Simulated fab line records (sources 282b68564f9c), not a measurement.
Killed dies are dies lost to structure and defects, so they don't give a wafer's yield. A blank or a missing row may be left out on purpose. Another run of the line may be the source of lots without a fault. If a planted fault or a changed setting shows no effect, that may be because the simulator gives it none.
A struck lot beside a sound one | flow rit_cmos | 14 steps out of a route of 202
Sound: wafers L542.3, L542.4, L542.5. Wafers L553.3, L553.5, L553.6 were the ones struck. The cause is named last.
At each step with rows: each side's tool, then ch and its chambers, then its first start. Under that, the readings that differ: sound wafers | struck wafers | difference of the means | sigmas: that difference in standard deviations of wafers without a fault.
alike: words and numbers the same on both sides, and readings whose means are apart by under 2 such deviations; not compared: readings that were withheld, readings missing a value for some wafer, numbers with overlapping values and no deviation given by the record, and bounds like >300 which may hide the same value.
A row with sigmas, a row that says differs or no value, or rows on one side alone: a step with any of these is where the two part. Numbers that have no deviation but don't overlap get no sigmas and don't part them. Lack of a reading on every wafer of one side parts them only where that side has two or more wafers.

RIT_GATE_STRIP_20: strips in O2, time 180 s.
  sound on plasma_asher-01 ch 0,1, day 4 07:28; struck on plasma_asher-01 ch 0,1, day 6 12:42
  alike: drypump_motor_current_A
  not compared: rf_hours_counter_h
RIT_GATE_CD_MEAS_90: target cd 150 nm.
  sound on cd_sem-02, day 4 07:37; struck on cd_sem-01, day 6 12:51
  alike: cd_nm
then, 4 steps without rows for these wafers: RIT_REOX_CLEAN_00 (cleans in SC1, time 600 s); RIT_REOX_CLEAN_01 (cleans in dHF, time 30 s); RIT_REOX_CLEAN_02 (cleans in SC2, time 600 s); RIT_REOX_OXIDATION_03 (target thk 25.2 nm, ox time 5580 s).
RIT_REOX_THK_MEAS_04:
  sound on film_metro-01, day 4 10:38; struck on film_metro-04, day 6 15:57
  reading             | sound          | struck         | difference | sigmas
  REOX_OXIDE_THK (nm) | 25.2 25.9 25.1 | 24.2 24.3 24.5 | -1.1       | -2
then, 5 steps without rows for these wafers: RIT_NLDD_HMDS_00 (prime time 60 s); RIT_NLDD_COAT_01 (resist thk 1000 nm); RIT_NLDD_SOFTBAKE_02 (time 60 s); RIT_NLDD_EXPOSE_03 (exposes mask M7, target cd 40700 nm); RIT_NLDD_PEB_04.
RIT_NLDD_DEVELOP_05: develop time 50 s.
  struck on litho_track-02, day 6 16:00; sound on litho_track-03 ch 0, day 4 11:00
  no value came back on the struck wafers for chill_plate_temp_C (C), develop_time_s (s); on the sound wafers chill_plate_temp_C (C) reads 22.90 22.86 22.92
RIT_NLDD_OVL_MEAS_06:
  sound on overlay-01, day 4 11:32; struck on overlay-01, day 6 16:58
  reading       | sound        | struck | difference                    | sigmas
  NLDD_OVL (nm) | 0.6 -0.1 0.5 | - - -  | no value on the struck wafers |

## WHERE THEY PART
Last at RIT_NLDD_OVL_MEAS_06 as far as this record goes, first at RIT_REOX_THK_MEAS_04.

WHY: the cause the simulator had injected
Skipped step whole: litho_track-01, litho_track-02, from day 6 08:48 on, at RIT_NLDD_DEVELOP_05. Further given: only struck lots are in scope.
